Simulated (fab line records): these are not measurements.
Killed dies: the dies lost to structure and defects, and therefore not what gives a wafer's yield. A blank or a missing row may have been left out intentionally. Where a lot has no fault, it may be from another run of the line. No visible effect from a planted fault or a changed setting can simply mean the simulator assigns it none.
Split-lot study | flow berkeley cmos170 | route with 331 steps; 5 lots, 23 wafers read

## ABOUT THE SPLIT
At UCB170_WELLDRIVE_OXIDATION_01 (target thk 199 nm, ox time 9000 s), the setting ox time s was moved away from the recipe's 9000 s on 20 of the 23 wafers read, by -14.7% to +11.6%. The other wafers ran this setting at the recipe's value.

No step appears in the file between the split and the reading.

## THE READING
At UCB170_WELLDRIVE_THK_MEAS_02: WELLDRIVE_OXIDE_THK, given in nm. Typical for fault-free wafers on this fab line: 200.7 nm, with standard deviation 2.6 nm.

wafer  | tool, chamber at the split | ox time s as run, s | against the recipe | WELLDRIVE_OXIDE_THK, nm | against lot-mates on the recipe
L075.1 | -, -                       | 7679                | -14.7%             | 183.0                   | no lot-mate on the recipe
L075.2 | -, -                       | 7679                | -14.7%             | 184.6                   | no lot-mate on the recipe
L075.3 | -, -                       | 7679                | -14.7%             | 186.5                   | no lot-mate on the recipe
L075.4 | -, -                       | 7679                | -14.7%             | 183.1                   | no lot-mate on the recipe
L075.5 | -, -                       | 7679                | -14.7%             | 185.5                   | no lot-mate on the recipe
L079.1 | -, -                       | 10040               | +11.6%             | 208.6                   | no lot-mate on the recipe
L079.2 | -, -                       | 10040               | +11.6%             | 215.5                   | no lot-mate on the recipe
L079.3 | -, -                       | 10040               | +11.6%             | 213.4                   | no lot-mate on the recipe
L079.4 | -, -                       | 10040               | +11.6%             | 209.5                   | no lot-mate on the recipe
L079.5 | -, -                       | 10040               | +11.6%             | 211.6                   | no lot-mate on the recipe
L080.2 | -, -                       | 9844                | +9.4%              | 217.1                   | no lot-mate on the recipe
L080.3 | -, -                       | 9844                | +9.4%              | 217.3                   | no lot-mate on the recipe
L080.4 | -, -                       | 9844                | +9.4%              | 215.3                   | no lot-mate on the recipe
L080.5 | -, -                       | 9844                | +9.4%              | 216.8                   | no lot-mate on the recipe
L080.6 | -, -                       | 9844                | +9.4%              | 215.6                   | no lot-mate on the recipe
L082.2 | furnace-02, 0              | 9000                | recipe             | 200.9                   | -
L082.4 | furnace-02, 0              | 9000                | recipe             | 202.3                   | -
L082.6 | furnace-02, 0              | 9000                | recipe             | 201.9                   | -
L085.2 | -, -                       | 9865                | +9.6%              | 212.3                   | no lot-mate on the recipe
L085.3 | -, -                       | 9865                | +9.6%              | 212.9                   | no lot-mate on the recipe
L085.4 | -, -                       | 9865                | +9.6%              | 214.5                   | no lot-mate on the recipe
L085.5 | -, -                       | 9865                | +9.6%              | 213.0                   | no lot-mate on the recipe
L085.6 | -, -                       | 9865                | +9.6%              | 213.1                   | no lot-mate on the recipe

THE FIT
A straight line over all 23 wafers: WELLDRIVE_OXIDE_THK changes by +1.16 nm for each +1% of ox time s; r = +0.97; the points scatter about the line by 2.9 nm.
Too few moved wafers have a lot-mate on the recipe to fit a line with each lot's own level taken away.

## THE WHOLE CHAIN: every reading that the file lists as answering this split, in the file's order
step                          | what it does                      | reading                                                                                | change (the file's fit)              | r (the file's)
UCB170_WELLDRIVE_OXIDATION_01 | target thk 199 nm, ox time 9000 s | SiO2_of_WELLDRIVE_OXIDATION_01.thk nm (the simulator's own value, which no gauge read) | +1.16 nm for each +1% of the setting | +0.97
UCB170_WELLDRIVE_THK_MEAS_02  |                                   | WELLDRIVE_OXIDE_THK                                                                    | +1.16 for each +1% of the setting    | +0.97

## FILE'S OWN FIT
WELLDRIVE_OXIDE_THK changes by +1.16 nm for each +1% of ox time s, r = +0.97.
